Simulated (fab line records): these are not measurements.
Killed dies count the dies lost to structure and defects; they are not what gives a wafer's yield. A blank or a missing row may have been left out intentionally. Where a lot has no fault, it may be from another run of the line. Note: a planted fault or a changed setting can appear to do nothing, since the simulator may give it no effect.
Split-lot experiment -- flow berkeley_cmos170 -- on a route of 331 steps: 5 lots, 23 wafers read

THE SPLIT ITSELF
At UCB170_NVT_COAT_01 (resist thk 900 nm), the setting spin_rpm was moved away from the recipe's 1500 rpm on 5 of the 23 wafers read, by -7.2% to +2.9%. This setting was run at the recipe's value on the other wafers.

Reading taken at the split's own step.

THE READING
KrF_of_NVT_COAT_01.thk_nm (the simulator's own value, which no gauge read), in nm, at UCB170_NVT_COAT_01 (resist thk 900 nm). The file does not state a usual value for it. Average 900.8 nm, standard deviation 1.6 nm, over the 18 wafers here run with the recipe.

wafer,"tool, chamber at the split","spin_rpm as run, rpm",against the recipe,"KrF_of_NVT_COAT_01.thk_nm, nm",against lot-mates on the recipe
L076.2,"litho_track-03, 0",1500,recipe,901.9,-
L076.3,"litho_track-03, 0",1500,recipe,899.8,-
L076.4,"litho_track-03, 0",1500,recipe,900.5,-
L076.5,"litho_track-03, 0",1500,recipe,898.9,-
L076.6,"litho_track-03, 0",1500,recipe,900.4,-
L077.1,"litho_track-01, 0",1500,recipe,900.2,-
L077.4,"litho_track-01, 0",1500,recipe,903.3,-
L077.6,"litho_track-01, 0",1500,recipe,902.5,-
L079.1,"litho_track-03, 0",1544,+2.9%,884,-15.1
L079.2,"litho_track-03, 0",1500,recipe,897.1,-
L079.4,"litho_track-03, 0",1500,recipe,899.6,-
L079.5,"litho_track-03, 0",1500,recipe,900.5,-
L079.6,"litho_track-03, 0",1544,+2.9%,884.8,-14.3
L080.1,"litho_track-02, 0",1500,recipe,900.8,-
L080.3,"litho_track-02, 0",1500,recipe,901.1,-
L080.4,"litho_track-02, 0",1500,recipe,898.8,-
L080.5,"litho_track-02, 0",1500,recipe,901.7,-
L080.6,"litho_track-02, 0",1500,recipe,901.2,-
L082.1,"litho_track-01, 0",1500,recipe,903.6,-
L082.2,"litho_track-01, 0",1392,-7.2%,937.7,+35.0
L082.3,"litho_track-01, 0",1392,-7.2%,935.9,+33.2
L082.4,"litho_track-01, 0",1500,recipe,901.8,-
L082.6,"litho_track-01, 0",1392,-7.2%,938.3,+35.6

FIT RESULTS
A straight line over all 23 wafers: KrF_of_NVT_COAT_01.thk_nm changes by -5.14 nm for each +1% of spin_rpm; r = -0.99; the points scatter about the line by 1.6 nm.
The same after taking each lot's own level away (the mean of its wafers on the recipe; 23 wafers): -4.83 nm for each +1%; r = -1.00; scatter 1.1 nm.
The reading moves by 35 nm for the largest change in spin_rpm, on that fit.
Across the lots, their own levels run from 899.07 to 902.70 nm, a range of 2.3 times the standard deviation given above.
Consequently the slope shifts little with the lot-to-lot level, the two slopes agreeing.
Check: with one of the wafers moved furthest among these (-7.2%) left out of the fit, the line predicts +34.6 nm for it against its lot-mates. It came out at +35 nm against them.

OTHER SPLITS APPLIED TO THESE WAFERS
Note: prior to the reading, these wafers also went through further splits. Each is held against what the fit with the lots' levels taken away leaves over:
other split on the same wafers,wafers away from the commonest value,r with KrF_of_NVT_COAT_01.thk_nm (lot level and that fit taken away)
UCB170_NWELL_IMPLANT_14 energy_kev,6,+0.09
UCB170_PWELL_CVD_05 temp_c,15,-0.04
UCB170_PWELL_IMPLANT_15 energy_kev,5,-0.02
UCB170_ACTIVE_EXPOSE_10 dose_mj,4,-0.16
UCB170_PFIELD_IMPLANT_07 dose_cm2,11,+0.08

THE WHOLE CHAIN: every reading that the file lists as answering this split, in the file's order
step,what it does,reading,change (the file's fit),r (the file's)
UCB170_NVT_COAT_01,resist thk 900 nm,"KrF_of_NVT_COAT_01.thk_nm (the simulator's own value, which no gauge read)",-4.83 nm for each +1% of the setting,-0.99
UCB170_NVT_STRIP_08,strips in O2,strip_time_to_endpoint_s,withheld for each +1% of the setting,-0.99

FILE'S OWN FIT
KrF_of_NVT_COAT_01.thk_nm changes by -4.83 nm for each +1% of spin_rpm, r = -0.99.
